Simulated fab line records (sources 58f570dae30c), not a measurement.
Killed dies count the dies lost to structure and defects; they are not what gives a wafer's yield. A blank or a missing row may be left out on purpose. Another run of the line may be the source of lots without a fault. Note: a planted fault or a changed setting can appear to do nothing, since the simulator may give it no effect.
Code-filled problem report in 8D (eight disciplines) form    flow berkeley_cmos170    the parts of the form that need people (team, actions taken, sign-off) are left out

== 1. THE ISSUE ==
Wafers free of any fault read 224.6 nm (standard deviation 2.3) for NWELL_NITRIDE_THK at UCB170_NWELL_THK_MEAS_05, against a mean of 92.4 nm on 6 wafers of 2 lots. Measured from the usual mean, that is -57 standard deviations.
First observed at day 6 02:42: wafer L594.1, on film_metro-04. The record has a number at this step for 42 wafers belonging to 14 lots. Rule for "out" (also "out of limits"): further than 4 standard deviations from the usual mean. Any other wafer with a number is counted as sound.

== 2. WHAT IT IS, AND WHAT IT ISN'T ==
question                     is                            is not
which readings at this step  NWELL_NITRIDE_THK             -
which lots                   L594, L595                    L576, L578, L580, L581, L582, L584, L585, L586, L588, L589, L593, L598
which wafers of those lots   all that have a number        -
read on which gauges         film_metro-02, film_metro-04  film_metro-01
when                         from day 6 02:42              up to then (33 sound wafers); but 3 sound wafers of L598 came after

== 3. THE SUSPECTS, EACH WITH WHAT RULES IT OUT ==
Counting: a tool at any process step up to the reading remains a suspect when it ran all the lots that are out and ran no sound lot after the first of those.
- the gauge at UCB170_NWELL_THK_MEAS_05 has been ruled out. The wafers that are out were read on 2 gauges (film_metro-02, film_metro-04).
- lpcvd-02 at UCB170_NWELL_CVD_04 (deposits Si3N4 from SiH2Cl2/NH3, target thk 224 nm, time 3360 s): kept. It ran every lot that is out, first L594 (day 6 00:46), and no sound lot after that; its last sound lot up to then is L589 (day 4 21:52).
After counting, what remains is lpcvd-02 at UCB170_NWELL_CVD_04.

== 4. THE CAUSE (what the simulator had put in) ==
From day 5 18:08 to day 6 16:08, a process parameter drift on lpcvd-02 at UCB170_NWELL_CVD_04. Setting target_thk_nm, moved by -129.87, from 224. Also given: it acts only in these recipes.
Only this tool survived the counting.

== 5. SEQUENCE OF EFFECTS, ordered by route ==
Each row: a reading whose mean over the struck wafers that have a number lies more than 3 standard deviations from the usual. Only readings whose record carries a usual standard deviation are examined. hours: median over the lots of the time between each lot's start at the first step of this table that gives one and its start at this step. sigmas: the change, counted in usual standard deviations.
hours  step                      reading            usual       on struck wafers  change  sigmas
0      UCB170_NWELL_THK_MEAS_05  NWELL_NITRIDE_THK  224.6 nm    92.4              -132.2  -57
1      UCB170_NWELL_ETCH_13      oes_product_au     0.947 a.u.  0.612             -0.335  -26
Its process steps:
- UCB170_NWELL_ETCH_13: etches Si3N4 in CH3F/Ar/O2, stops on SiO2, target depth 246.4 nm, time 154 s.
Later measuring or inspecting steps at which every struck wafer that the step has a row for has a number for every such reading, and none has moved that far: UCB170_PWELL_THK_MEAS_03, UCB170_ACTIVE_CD_MEAS_13.

== 6. WHAT WOULD HAVE CAUGHT IT SOONER ==
The first out-of-limits reading at a measuring or inspecting step in this record came at day 6 02:42, 9 hours after the fault's start at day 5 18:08.
L595, from the lots that are out (2), started UCB170_NWELL_CVD_04 on lpcvd-02 later than day 6 02:42. A hold on the tool at that time would have spared it.
